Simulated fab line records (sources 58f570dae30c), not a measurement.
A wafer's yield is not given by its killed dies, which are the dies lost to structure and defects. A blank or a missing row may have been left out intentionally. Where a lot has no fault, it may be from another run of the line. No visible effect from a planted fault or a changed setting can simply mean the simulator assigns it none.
fab line records    flow berkeleyCmos170
record: lots: 14  wafers: 42  lastDay: 12
route steps=331 shown NWELL@16 NLDD@169 CONTACT@227 M3@316
lots untouched by any fault: they come from a run of this same line in which no faults occurred
startH: start of the lot's first displayed wafer, in hours after the record's first day    waitH: hours since the lot's step before    " same as the row above    L1.1+2: a row that stands for several wafers    - no value, or no start was given    * or withheld: withheld    < > ~ a bound
route shown NAME@n: names a module that has steps shown in the file, with the first one's number in the route    usual: mean/standard deviation taken from wafers without a fault    same: alike in all rows    chamber/n: place in a boat    sites: the reading at each site    _std_site: standard deviation across them    _edge_site: mean of outer sites minus mean of inner sites    radiusMm: for every site, how far away it sits from the centre of the wafer    mask NAME#n: copy n    behind: the last tool/chamber to shape the wafer    hold: reason for holding the lot/hours on hold/outcome of the hold    device: whichever transistor did not switch (one of n, p or np)    end of line: at the end of the route, the tests of the same wafers    step lacking rows: just its recipe    killed: not the wafer's yield, but the dies lost to structure and defects at the first sort    map: per-die view of a wafer (x killed, . not killed, _ where there is no die)
set.NAME: the setting the step ran with; set.NAME@STEP: the setting that earlier step ran with    model.NAME: the simulator's own value behind a step, which no gauge read
route steps across a sampled set of lots; one table per step, one row per wafer
services: a tool's chamber out of use, with start hour (startH, from the record's first day; less than 0 if before it), hours out, and reason
== steps ==
step: UCB170_NWELL_THK_MEAS_02
recipe: reads: SiO2_of_NWELL_OXIDATION_01
usual: NWELL_OXIDE_THK: 26.3/0.54
lot.wafer  tool          chamber  startH  waitH  NWELL_OXIDE_THK[nm]
L842.1     filmMetro-01  -        29.48   0.0    26.2
L842.3     "             -        "       "      25.6
L842.6     "             -        "       "      26.0
L843.4     filmMetro-03  -        29.53   0.1    26.0
L843.5     "             -        "       "      26.2
L843.6     "             -        "       "      25.9
L844.1     filmMetro-01  -        37.67   0.0    26.3
L844.4     "             -        "       "      26.6
L844.6     "             -        "       "      26.8
L845.2     filmMetro-04  -        41.53   0.0    26.3
L845.4     "             -        "       "      26.3
L845.5     "             -        "       "      26.2
L847.2     filmMetro-01  -        44.38   0.0    26.4
L847.3     "             -        "       "      26.7
L847.5     "             -        "       "      26.0
L848.1     filmMetro-03  -        52.32   0.0    26.6
L848.3     "             -        "       "      26.7
L848.6     "             -        "       "      26.9
L849.2     filmMetro-04  -        57.63   0.0    25.7
L849.3     "             -        "       "      25.6
L849.4     "             -        "       "      25.4
L851.2     filmMetro-01  -        66.69   0.0    26.1
L851.3     "             -        "       "      26.0
L851.4     "             -        "       "      26.7
L853.1     filmMetro-03  -        78.15   0.0    27.1
L853.5     "             -        "       "      26.8
L853.6     "             -        "       "      26.8
L858.2     filmMetro-03  -        102.71  0.0    26.0
L858.3     "             -        "       "      26.0
L858.6     "             -        "       "      26.2
L859.2     filmMetro-03  -        112.49  0.0    26.4
L859.3     "             -        "       "      26.4
L859.6     "             -        "       "      26.1
L860.1     filmMetro-03  -        116.21  0.0    27.6
L860.5     "             -        "       "      27.7
L860.6     "             -        "       "      27.5
L862.2     filmMetro-01  -        123.68  0.0    26.1
L862.3     "             -        "       "      26.0
L862.6     "             -        "       "      26.2
L863.3     filmMetro-01  -        132.74  0.0    27.5
L863.5     "             -        "       "      27.0
L863.6     "             -        "       "      27.0
step: UCB170_NLDD_TW_MEAS_11
usual: NLDD_TW: 2198/12
lot.wafer  tool          chamber  startH  waitH  NLDD_TW
L843.4     filmMetro-04  -        137.41  0.1    2198
L843.5     "             -        "       "      2196
L843.6     "             -        "       "      2198
L842.1     filmMetro-02  -        137.65  0.1    2208
L842.3     "             -        "       "      2187
L842.6     "             -        "       "      2203
L847.2     filmMetro-02  -        144.39  0.1    2198
L847.3     "             -        "       "      2204
L847.5     "             -        "       "      2208
L844.1     filmMetro-01  -        144.66  0.1    2184
L844.4     "             -        "       "      2181
L844.6     "             -        "       "      2192
L845.2     filmMetro-04  -        145.45  0.1    2208
L845.4     "             -        "       "      2201
L845.5     "             -        "       "      2206
L848.1     filmMetro-02  -        156.37  0.2    2208
L848.3     "             -        "       "      2218
L848.6     "             -        "       "      2213
L849.2     filmMetro-02  -        169.68  0.1    2213
L849.3     "             -        "       "      2203
L849.4     "             -        "       "      2218
L853.1     filmMetro-01  -        178.05  0.1    2195
L853.5     "             -        "       "      2185
L853.6     "             -        "       "      2189
L851.2     filmMetro-02  -        178.54  0.1    2202
L851.3     "             -        "       "      2202
L851.4     "             -        "       "      2204
L858.2     filmMetro-04  -        209.86  0.1    2198
L858.3     "             -        "       "      2199
L858.6     "             -        "       "      2206
L859.2     filmMetro-02  -        214.52  0.1    2207
L859.3     "             -        "       "      2196
L859.6     "             -        "       "      2198
L860.1     filmMetro-02  -        219.60  0.1    2211
L860.5     "             -        "       "      2212
L860.6     "             -        "       "      2203
L862.2     filmMetro-04  -        233.84  0.1    2188
L862.3     "             -        "       "      2183
L862.6     "             -        "       "      2178
L863.3     filmMetro-02  -        239.52  0.1    2211
L863.5     "             -        "       "      2217
L863.6     "             -        "       "      2215
step: UCB170_CONTACT_SOFTBAKE_11
recipe: resist: KrF  tempC: 130  timeS: 60
usual: heaterPowerTotalW: 56.80/0.045  plateTempC: 130.00/0.14
same: timeS: 60
lot.wafer  tool           chamber  startH  waitH  heaterPowerTotalW  plateTempC
L842.1     lithoTrack-03  0        152     -      56.83              130.10
L842.3     "              0        "       "      56.82              129.92
L842.6     "              0        "       "      56.82              129.91
L843.4     lithoTrack-03  0        153     -      56.82              129.94
L843.5     "              0        "       "      56.83              129.96
L843.6     "              0        "       "      56.78              129.95
L844.1     lithoTrack-03  0        161     -      56.85              130.21
L844.4     "              0        "       "      56.73              130.23
L844.6     "              0        "       "      56.76              129.97
L847.2     lithoTrack-04  0        161     -      56.70              130.00
L847.3     "              0        "       "      56.81              129.98
L847.5     "              0        "       "      56.85              130.03
L845.2     lithoTrack-03  0        161     -      56.79              129.92
L845.4     "              0        "       "      56.75              130.30
L845.5     "              0        "       "      56.92              129.95
L848.1     lithoTrack-03  0        172     -      56.81              129.96
L848.3     "              0        "       "      56.75              130.03
L848.6     "              0        "       "      56.78              129.98
L849.2     lithoTrack-04  0        186     -      56.77              130.20
L849.3     "              0        "       "      56.76              129.93
L849.4     "              0        "       "      56.83              130.13
L851.2     lithoTrack-04  0        193     -      56.84              130.20
L851.3     "              0        "       "      56.78              129.87
L851.4     "              0        "       "      56.81              130.37
L853.1     lithoTrack-02  0        193     -      56.80              130.28
L853.5     "              0        "       "      56.77              130.04
L853.6     "              0        "       "      56.80              129.93
L858.2     lithoTrack-04  0        224     -      61.28              138.10
L858.3     "              0        "       "      61.31              137.68
L858.6     "              0        "       "      61.25              137.50
L859.2     lithoTrack-04  0        228     -      61.30              137.58
L859.3     "              0        "       "      61.19              137.64
L859.6     "              0        "       "      61.19              137.62
L860.1     lithoTrack-02  0        232     -      56.78              129.99
L860.5     "              0        "       "      56.75              129.96
L860.6     "              0        "       "      56.80              130.03
L862.2     lithoTrack-02  0        249     -      56.83              130.05
L862.3     "              0        "       "      56.82              129.97
L862.6     "              0        "       "      56.80              129.69
L863.3     lithoTrack-03  0        255     -      56.85              130.18
L863.5     "              0        "       "      56.70              130.16
L863.6     "              0        "       "      56.81              130.26
step: UCB170_CONTACT_CD_MEAS_15
recipe: targetCdNm: 700
usual: cdNm: 699.8/1.5
lot.wafer  tool      chamber  startH  waitH  cdNm
L842.1     cdSem-01  -        153.19  -      699.9
L842.3     "         -        "       "      699.6
L842.6     "         -        "       "      698.9
L843.4     cdSem-02  -        154.09  -      700.8
L843.5     "         -        "       "      700.2
L843.6     "         -        "       "      700.7
L844.1     cdSem-02  -        162.03  -      701.2
L844.4     "         -        "       "      702.5
L844.6     "         -        "       "      702.0
L847.2     cdSem-02  -        162.33  -      697.8
L847.3     "         -        "       "      697.2
L847.5     "         -        "       "      697.1
L845.2     cdSem-02  -        162.45  -      699.0
L845.4     "         -        "       "      698.4
L845.5     "         -        "       "      698.3
L848.1     cdSem-01  -        172.93  -      700.1
L848.3     "         -        "       "      700.8
L848.6     "         -        "       "      700.9
L849.2     cdSem-02  -        186.68  -      700.7
L849.3     "         -        "       "      699.9
L849.4     "         -        "       "      700.5
L851.2     cdSem-02  -        193.80  -      699.5
L851.3     "         -        "       "      700.6
L851.4     "         -        "       "      699.0
L853.1     cdSem-02  -        194.36  -      698.3
L853.5     "         -        "       "      699.4
L853.6     "         -        "       "      700.3
L858.2     cdSem-01  -        224.75  -      720.8
L858.3     "         -        "       "      720.7
L858.6     "         -        "       "      720.8
L859.2     cdSem-02  -        228.78  -      719.7
L859.3     "         -        "       "      721.3
L859.6     "         -        "       "      721.0
L860.1     cdSem-02  -        232.73  -      697.7
L860.5     "         -        "       "      698.1
L860.6     "         -        "       "      697.0
L862.2     cdSem-02  -        249.78  -      697.7
L862.3     "         -        "       "      697.7
L862.6     "         -        "       "      698.4
L863.3     cdSem-02  -        256.37  -      700.1
L863.5     "         -        "       "      699.2
L863.6     "         -        "       "      698.6
step: UCB170_M3_STRIP_07
recipe: chemistry: O2  powerW: 400  pressureMtorr: 3500  platenTempC: withheld  o2FlowSccm: 400  overashFraction: 0.5
usual: chamberPressureMTorr: 3500/3.1  drypumpMotorCurrentA: 5.4/0.31  oesProductAu: 0.735/0.0046  stripTimeToEndpointS: 21.95/0.058
lot.wafer  tool            chamber  startH  waitH  chamberPressureMTorr  drypumpMotorCurrentA  oesProductAu  rfHoursCounterH  stripTimeToEndpointS
L843.4     plasmaAsher-02  0        168.63  0.1    3500                  5.4                   0.734         -                21.94
L843.5     "               0        "       "      3500                  5.4                   0.731         -                21.95
L843.6     "               1        "       "      3505                  5.8                   0.727         -                21.93
L842.1     plasmaAsher-03  1        168.84  0.1    3502                  5.1                   0.737         5                21.96
L842.3     "               0        "       "      3497                  5.5                   0.731         -                21.98
L842.6     "               1        "       "      3501                  5.1                   0.730         -                21.96
L847.2     plasmaAsher-03  1        177.06  0.1    3499                  5.1                   0.733         6                21.97
L847.3     "               1        "       "      3495                  5.1                   0.740         -                22.01
L847.5     "               0        "       "      3500                  5.5                   0.742         -                21.99
L845.2     plasmaAsher-03  0        178.63  0.1    3500                  5.5                   0.732         7                21.99
L845.4     "               0        "       "      3501                  5.5                   0.732         -                22.00
L845.5     "               1        "       "      3504                  5.1                   0.734         -                21.93
L844.1     plasmaAsher-02  1        178.75  0.1    3496                  5.9                   0.742         50               22.00
L844.4     "               1        "       "      3503                  5.9                   0.736         -                22.03
L844.6     "               1        "       "      3498                  5.8                   0.733         -                21.97
L848.1     plasmaAsher-01  1        192.32  0.1    3500                  5.9                   0.734         43               21.95
L848.3     "               1        "       "      3496                  5.9                   0.740         -                21.98
L848.6     "               1        "       "      3503                  5.9                   0.729         -                21.98
L849.2     plasmaAsher-03  1        205.07  0.1    3501                  5.1                   0.736         10               22.03
L849.3     "               1        "       "      3497                  5.1                   0.739         -                21.91
L849.4     "               0        "       "      3503                  5.5                   0.729         -                22.00
L851.2     plasmaAsher-01  0        211.71  0.1    3497                  5.1                   0.732         43               22.05
L851.3     "               0        "       "      3497                  5.0                   0.738         -                22.07
L851.4     "               1        "       "      3498                  5.9                   0.738         -                22.04
L853.1     plasmaAsher-03  1        212.32  0.1    3499                  5.1                   0.739         11               22.02
L853.5     "               0        "       "      3499                  5.5                   0.736         -                22.00
L853.6     "               1        "       "      3505                  5.1                   0.736         -                21.98
L858.2     plasmaAsher-02  1        241.36  0.1    3497                  5.8                   0.737         57               21.98
L858.3     "               0        "       "      3496                  5.4                   0.735         -                21.96
L858.6     "               0        "       "      3497                  5.4                   0.734         -                21.97
L859.2     plasmaAsher-01  0        245.50  0.1    3501                  5.0                   0.735         47               21.95
L859.3     "               0        "       "      3503                  5.0                   0.730         -                21.89
L859.6     "               0        "       "      3503                  5.0                   0.731         -                21.95
L860.1     plasmaAsher-03  1        246.22  0.1    3502                  5.1                   0.738         15               21.84
L860.5     "               1        "       "      3502                  5.1                   0.740         -                21.89
L860.6     "               0        "       "      3502                  5.5                   0.736         -                21.89
L862.2     plasmaAsher-03  0        265.90  0.1    3503                  5.5                   0.745         17               21.90
L862.3     "               0        "       "      3497                  5.5                   0.726         -                21.83
L862.6     "               0        "       "      3501                  5.5                   0.734         -                21.84
L863.3     plasmaAsher-02  0        275.36  0.1    3499                  5.4                   0.733         -                21.93
L863.5     "               0        "       "      3501                  5.4                   0.734         -                22.00
L863.6     "               1        "       "      3494                  5.8                   0.728         -                21.99
== services ==
tool            chamber  startH  hours  kind
plasmaAsher-03  -        131.06  4.1    repair
plasmaAsher-01  -        193.04  16.4   repair
plasmaAsher-02  -        195.37  3.9    repair
plasmaAsher-01  -        249.44  28.1   pm
== key ==
firstSign: step: UCB170_CONTACT_SOFTBAKE_11  reading: heaterPowerTotalW  direction: up  sigmas: 98  usual: 56.80  struck: 61.25
effect: step: UCB170_CONTACT_SOFTBAKE_11  reading: plateTempC  direction: up  sigmas: 53  usual: *  struck: *
effect: step: UCB170_CONTACT_CD_MEAS_15  reading: cdNm  direction: up  sigmas: 14  usual: 699.8  struck: 720.7
metAt UCB170_CONTACT_SOFTBAKE_11
struckLots L858,L859
testerLeftOut L858,L859
notActingAt UCB170_NWELL_THK_MEAS_02,UCB170_NLDD_TW_MEAS_11,UCB170_M3_STRIP_07
onsetBetween 193 224
fault: kind: processParameterDrift  tool: lithoTrack-04  chamber: -  onsetH: 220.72  steps: UCB170_CONTACT_SOFTBAKE_11  channel: tempC  offset: *  shape: step  endH: 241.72  actsIn: *  stated: *
testerLeftOut: of these lots the tester's yield and bins aren't shown, on N5 and GAA mostly nor the transistor test; their killed dies are dies lost to structure and defects alone, not to doping, threshold or leakage, so they don't give the yield
